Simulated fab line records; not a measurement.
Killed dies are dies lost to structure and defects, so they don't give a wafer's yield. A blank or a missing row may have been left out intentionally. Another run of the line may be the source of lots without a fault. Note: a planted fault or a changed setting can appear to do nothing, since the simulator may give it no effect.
Which of the tools did it? -- flow berkeley_cmos170 -- route of 331 steps, sampled at 1 step: 7 lots, 21 wafers

## WHAT THE GAUGES READ, wafer by wafer
UCB170_M1_CD_MEAS_09: target cd 700 nm.
lot,measured,on,cd_nm (nm)
L226,day 7 03:47,cd_sem-02,698.2 698.4 699.1
L229,day 8 00:10,cd_sem-02,699.5 699.9 699.5
L231,day 8 19:47,cd_sem-01,702.4 700.8 700.4
L236,day 9 09:21,cd_sem-01,698.6 699.8 699.7
L237,day 10 03:09,cd_sem-02,700.2 701.2 702.6
L239,day 10 03:46,cd_sem-02,699.5 699.6 699.7
L245,day 11 13:25,cd_sem-01,700.9 701.4 702.2

## TOOL THAT RAN EACH LOT (tool first, then ch and the chambers of the sampled wafers, then the start)
There is no process step in the record ahead of these readings.

## THE ANSWER, worked out from the rows above alone
Rule: usual is defined by the lots themselves. Put in order of their means at a reading, lots are off if they are a third of the lots or fewer, leave a main group of 4 or more, and stand apart from it by a gap of 3 or more times the standard deviation of the main group's means; of several such gaps the widest counts. A main group is skipped when, at the precision printed for the reading in the tables above, its means are all equal. Also off: a lot with no number at a reading for which 4 or more lots have one. Where the step has rows for the other lots, those lots are counted as sound.
No lot is off on any of the readings shown, so nothing can be concluded from this.

## WHAT THE SIMULATOR HAD INSERTED
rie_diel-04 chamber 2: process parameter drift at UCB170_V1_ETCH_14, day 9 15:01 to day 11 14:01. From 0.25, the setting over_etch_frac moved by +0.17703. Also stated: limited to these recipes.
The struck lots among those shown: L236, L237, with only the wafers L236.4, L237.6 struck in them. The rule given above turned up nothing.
